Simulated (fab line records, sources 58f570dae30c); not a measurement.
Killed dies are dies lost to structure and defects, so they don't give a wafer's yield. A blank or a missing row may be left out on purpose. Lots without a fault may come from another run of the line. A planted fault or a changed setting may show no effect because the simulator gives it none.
Split-lot experiment | flow berkeley_cmos170 | 5 lots, 23 wafers read, on a route of 331 steps

THE SPLIT
At UCB170_V2_CVD_00 (deposits SiO2 from TEOS/O2, target thk 2000 nm, time 250 s), the setting time_s was moved away from the recipe's 250 s on 10 of the 23 wafers read, by -8.2% to +4.4%. The other wafers ran this setting at the recipe's value.

The file shows no step between the split and the reading.

THE READING
V2_TEOS_THK, in nm, at UCB170_V2_THK_MEAS_01. Fault-free wafers of this fab line usually give 2011 nm, standard deviation 31 nm.

wafer  | tool, chamber at the split | time_s as run, s | against the recipe | V2_TEOS_THK, nm | against lot-mates on the recipe
L074.1 | pecvd-03, 2                | 229.4            | -8.2%              | 1831            | -170
L074.2 | pecvd-03, 0                | 229.4            | -8.2%              | 1805            | -196
L074.3 | pecvd-03, 1                | 229.4            | -8.2%              | 1821            | -180
L074.4 | pecvd-03, 1                | 250              | recipe             | 1997            | -
L074.6 | pecvd-03, 2                | 250              | recipe             | 2004            | -
L077.1 | pecvd-03, 2                | 261              | +4.4%              | 2048            | +53
L077.2 | pecvd-03, 1,2              | 250              | recipe             | 2002            | -
L077.3 | pecvd-03, 0                | 250              | recipe             | 1987            | -
L077.5 | pecvd-03, 1,2              | 250              | recipe             | 1996            | -
L077.6 | pecvd-03, 0                | 261              | +4.4%              | 2101            | +106
L083.1 | pecvd-03, 0                | 232.3            | -7.1%              | 1847            | -148
L083.3 | pecvd-03, 2                | 250              | recipe             | 1958            | -
L083.4 | pecvd-03, 2                | 232.3            | -7.1%              | 1899            | -96
L083.5 | pecvd-03, 0                | 250              | recipe             | 2023            | -
L083.6 | pecvd-03, 1                | 250              | recipe             | 2005            | -
L085.1 | pecvd-02, 2                | 239              | -4.4%              | 1844            | -176
L085.2 | pecvd-02, 1                | 239              | -4.4%              | 1938            | -82
L085.3 | pecvd-02, 0                | 239              | -4.4%              | 1899            | -120
L085.4 | pecvd-02, 2                | 250              | recipe             | 1976            | -
L085.5 | pecvd-02, 1                | 250              | recipe             | 2063            | -
L080.1 | pecvd-03, 1                | 250              | recipe             | 2008            | -
L080.3 | pecvd-03, 0                | 250              | recipe             | 2004            | -
L080.4 | pecvd-03, 2                | 250              | recipe             | 2035            | -
Where a row lists several chambers, the file gives one row for several wafers and doesn't say which wafer went through which chamber.

THE FIT
A straight line over all 23 wafers: V2_TEOS_THK changes by +20.7 nm for each +1% of time_s; r = +0.94; the points scatter about the line by 29 nm.
The same after taking each lot's own level away (the mean of its wafers on the recipe; 23 wafers): +20.9 nm for each +1%; r = +0.94; scatter 30 nm.
On that fit, the largest move of time_s shifts the reading by 1.7e+02 nm.
The lots' own levels span 1995.0 to 2019.5 nm, that is 0.8 times the standard deviation above.
So the lot-to-lot level changes the slope little: the two slopes agree.
Check: with one of the wafers moved furthest among these (-8.2%) left out of the fit, the line predicts -178 nm for it against its lot-mates. It came out at -170 nm against them.

OTHER SPLITS ON THESE WAFERS
These wafers also went through other splits before the reading. Each is held against what the fit with the lots' levels taken away leaves over:
other split on the same wafers   | wafers away from the commonest value | r with V2_TEOS_THK (lot level and that fit taken away)
UCB170_CONTACT_PEB_13 peb_temp_c | 5                                    | +0.19
UCB170_M1_COAT_04 resist_thk_nm  | 11                                   | -0.10
UCB170_M2_EXPOSE_12 dose_mj      | 6                                    | -0.01

THE WHOLE CHAIN: every reading that the file lists as answering this split, in the file's order
step                  | what it does                                               | reading                                                                   | change (the file's fit)              | r (the file's)
UCB170_V2_CVD_00      | deposits SiO2 from TEOS/O2, target thk 2000 nm, time 250 s | SiO2_of_V2_CVD_00.thk_nm (the simulator's own value, which no gauge read) | +21.5 nm for each +1% of the setting | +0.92
UCB170_V2_THK_MEAS_01 |                                                            | V2_TEOS_THK                                                               | +20.8 for each +1% of the setting    | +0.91

THE FILE'S OWN FIT
V2_TEOS_THK changes by +20.8 nm for each +1% of time_s, r = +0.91.
